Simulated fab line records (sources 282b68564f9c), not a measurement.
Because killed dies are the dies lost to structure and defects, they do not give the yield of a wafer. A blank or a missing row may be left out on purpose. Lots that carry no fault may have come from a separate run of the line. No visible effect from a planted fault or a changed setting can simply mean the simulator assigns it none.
Which tool did it? -- flow ritCmos -- Sampling: 15 lots, 45 wafers, 2 of 202 route steps

## WHAT EACH GAUGE READ, for each wafer
No reading from a measuring or inspecting step in the record can be judged against a usual standard deviation.

## WHAT TOOL EACH LOT RAN ON (gives the tool, then ch and the chambers of the sampled wafers, and finally the start)
lot,RIT_NRETRO_IMPLANT_08,RIT_M1_PROBE_99
L897,"implanter-03 ch 0, day 2 08:40",-
L899,"implanter-03 ch 0, day 2 17:26","prober-02, day 3 21:23"
L900,"implanter-04 ch 0, day 3 02:37",-
L901,"implanter-03 ch 0, day 3 07:28",-
L902,"implanter-04 ch 0, day 3 13:11",-
L903,"implanter-01 ch 0, day 3 13:17",-
L904,"implanter-04 ch 0, day 3 18:44",-
L906,"implanter-04 ch 0, day 4 05:05",-
L907,"implanter-04 ch 0, day 4 09:43",-
L908,"implanter-03 ch 0, day 4 14:13",-
L909,"implanter-04 ch 0, day 4 20:29",-
L910,"implanter-04 ch 0, day 5 01:10",-
L917,"implanter-01 ch 0, day 6 11:02",-
L918,"implanter-01 ch 0, day 6 16:39","prober-01, day 7 23:13"
L920,"implanter-03 ch 0, day 7 03:11","prober-01, day 8 11:46"
- RIT_NRETRO_IMPLANT_08
- RIT_M1_PROBE_99

## WHAT THE TOOLS THEMSELVES READ (means of the sampled wafers that have a number; where no wafer has one, the mark that the record gives instead)
RIT_NRETRO_IMPLANT_08. Usual: tiltDeg 7.003 degrees, standard deviation 0.02.
lot,tool,tiltDeg (degrees),flag
L897,implanter-03,7.004,
L899,implanter-03,7.003,
L900,implanter-04,7.009,
L901,implanter-03,7.009,
L902,implanter-04,7.007,
L903,implanter-01,6.960,
L904,implanter-04,7.012,
L906,implanter-04,6.979,
L907,implanter-04,8.303,OFF
L908,implanter-03,6.996,
L909,implanter-04,8.282,OFF
L910,implanter-04,8.295,OFF
L917,implanter-01,7.018,
L918,implanter-01,6.982,
L920,implanter-03,7.000,

RIT_M1_PROBE_99. Usual: killedAtContacts 0.1, standard deviation 0.31; killedAtFrontEnd 6.3, standard deviation 2.7; killedDies 6.4, standard deviation 2.7; killedOpen 3.3, standard deviation 2; killedShort 3, standard deviation 1.8.
lot,tool,killedAtContacts,killedAtFrontEnd,killedDies,killedOpen,killedShort,flag
L899,prober-02,0.0,7.7,7.7,3.3,4,
L918,prober-01,0.3,6.7,7.0,2.7,4,
L920,prober-01,0.3,4.3,4.7,2.7,2,

## THE ANSWER, worked out from the rows above alone
Rule: a lot is off if the mean of its wafers that have a number lies more than 3 standard deviations from the usual mean. A lot without any number at a reading at which 4 lots or more have one is off too. Any other lot the step has rows for is counted as sound. First the gauges in route order, then the tools' own readings, where a lot's mean is used as printed above. At the first step where some lot is off, the reading lying furthest off is the one used; lots without a number count as furthest.
Off, at RIT_NRETRO_IMPLANT_08 on tiltDeg: L907, L909, L910.
If a tool, at that step or one of the process steps before it, ran each lot that is off and ran no sound lot following the first of them, it fits. One fits: RIT_NRETRO_IMPLANT_08 on implanter-04. Its last sound lot is L906 (day 4 05:05), its first lot that is off L907 (day 4 09:43): a fault that began between those two fits.
The tool's own readings at RIT_NRETRO_IMPLANT_08 bear it out: on the lots that are off they differ by more than 5 times the standard deviation of the sound lots' means. tiltDeg reads 8.293 degrees there against 6.998 degrees on the sound lots.

## WHAT THE SIMULATOR HAD INSERTED
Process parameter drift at RIT_NRETRO_IMPLANT_08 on implanter-04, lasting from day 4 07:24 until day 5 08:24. The setting tiltDeg was moved by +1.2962, starting from 7. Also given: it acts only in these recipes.
Shown lots that were struck: L907, L909, L910. The rule above found the same.
